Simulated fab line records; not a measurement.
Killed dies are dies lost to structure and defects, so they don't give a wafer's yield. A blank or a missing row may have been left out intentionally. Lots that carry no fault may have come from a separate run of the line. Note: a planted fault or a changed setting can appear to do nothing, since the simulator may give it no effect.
Problem report in the 8D (eight disciplines) form, filled by code / flow berkeley-cmos170 / the parts of the form that need people (team, actions taken, sign-off) are left out

== 1. THE PROBLEM ==
Wafers free of any fault read 528 (standard deviation 4.9) for NVT_TW at UCB170_NVT_TW_MEAS_09, against a mean of 486 on 9 wafers of 3 lots. Measured from the usual mean, that is -8.5 standard deviations.
First seen on wafer L119.1, day 9 05:19, on film-metro-01. The record holds 45 wafers of 15 lots with a number at this step. The rule behind "out" and "out of limits": a value lying over 4 standard deviations away from the usual mean. The other wafers with a number count as sound.

== 2. WHAT IT IS, WHAT IT ISN'T ==
question=which readings at this step | is=NVT_TW | is not=-
question=which lots | is=L115, L116, L119 | is not=L105, L107, L108, L109, L110, L120, L121, L122, L124, L125, L127, L128
question=which wafers of those lots | is=all that have a number | is not=-
question=read on which gauges | is=film-metro-01, film-metro-02 | is not=film-metro-04
question=when | is=from day 9 05:19 | is not=up to then (15 sound wafers); but 21 sound wafers of L120, L121, L122, L124, L125, L127, L128 came after

== 3. SUSPECTS, AND WHAT RULES EACH OUT ==
Counting: a tool stays on the suspect list if, at a process step up to the reading, it processed all lots that are out and no sound lot following the first of them.
- ruled out: the gauge at UCB170_NVT_TW_MEAS_09. The wafers that are out were read on 2 gauges (film-metro-01, film-metro-02).
- implanter-04 at UCB170_NVT_IMPLANT_07: kept. Every lot that is out went through it, starting with L119 (day 9 05:04), and after that it ran no sound lot; the last sound lot it ran before then is L108 (day 7 10:37). Its own readings are out on those wafers: dose-ions-cm2, faraday-current-uA.
After counting, what remains is implanter-04 at UCB170_NVT_IMPLANT_07.

== 4. THE CAUSE (what the simulator had put in) ==
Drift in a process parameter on implanter-04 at UCB170_NVT_IMPLANT_07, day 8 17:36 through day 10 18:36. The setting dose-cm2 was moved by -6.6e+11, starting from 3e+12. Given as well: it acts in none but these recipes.
This tool alone remained once counting was done.

== 5. THE EFFECT CHAIN, in route order ==
Each row: a reading where the mean over the struck wafers with a number is more than 3 standard deviations away from the usual. Scope: only readings with a usual standard deviation given in the record; hours: median across lots of the time from each lot's start at the first step in this table that gives one to its start at this step; sigmas: change in usual standard deviations.
hours=0; step=UCB170_NVT_IMPLANT_07; reading=dose-ions-cm2; usual=3e+12; on struck wafers=2e+12; change=-7e+11; sigmas=-99 or more
hours=0; step=UCB170_NVT_IMPLANT_07; reading=faraday-current-uA; usual=9.53; on struck wafers=7.39; change=-2.14; sigmas=-12
hours=0; step=UCB170_NVT_TW_MEAS_09; reading=NVT_TW; usual=528; on struck wafers=486; change=-42; sigmas=-8.5
Here are the process steps it includes:
- UCB170_NVT_IMPLANT_07
At these later measuring or inspecting steps, every struck wafer for which the step has a row has a number for every such reading, and none has moved that far: UCB170_PLDD_OVL_MEAS_07, UCB170_PSD_CD_MEAS_06.

== 6. WHAT WOULD HAVE CAUGHT IT SOONER ==
Counted from the fault's start at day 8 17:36, it took 12 hours until the first out-of-limits reading at a measuring or inspecting step in this record, taken at day 9 05:19.
Tool's own readings at UCB170_NVT_IMPLANT_07, dose-ions-cm2, faraday-current-uA: out on all struck wafers the step has rows for; an alarm limit on them would have tripped on the first.
Lots out: 3; of these, L115, L116 started UCB170_NVT_IMPLANT_07 on implanter-04 after day 9 05:19. A hold on the tool at that time would have spared those 2.
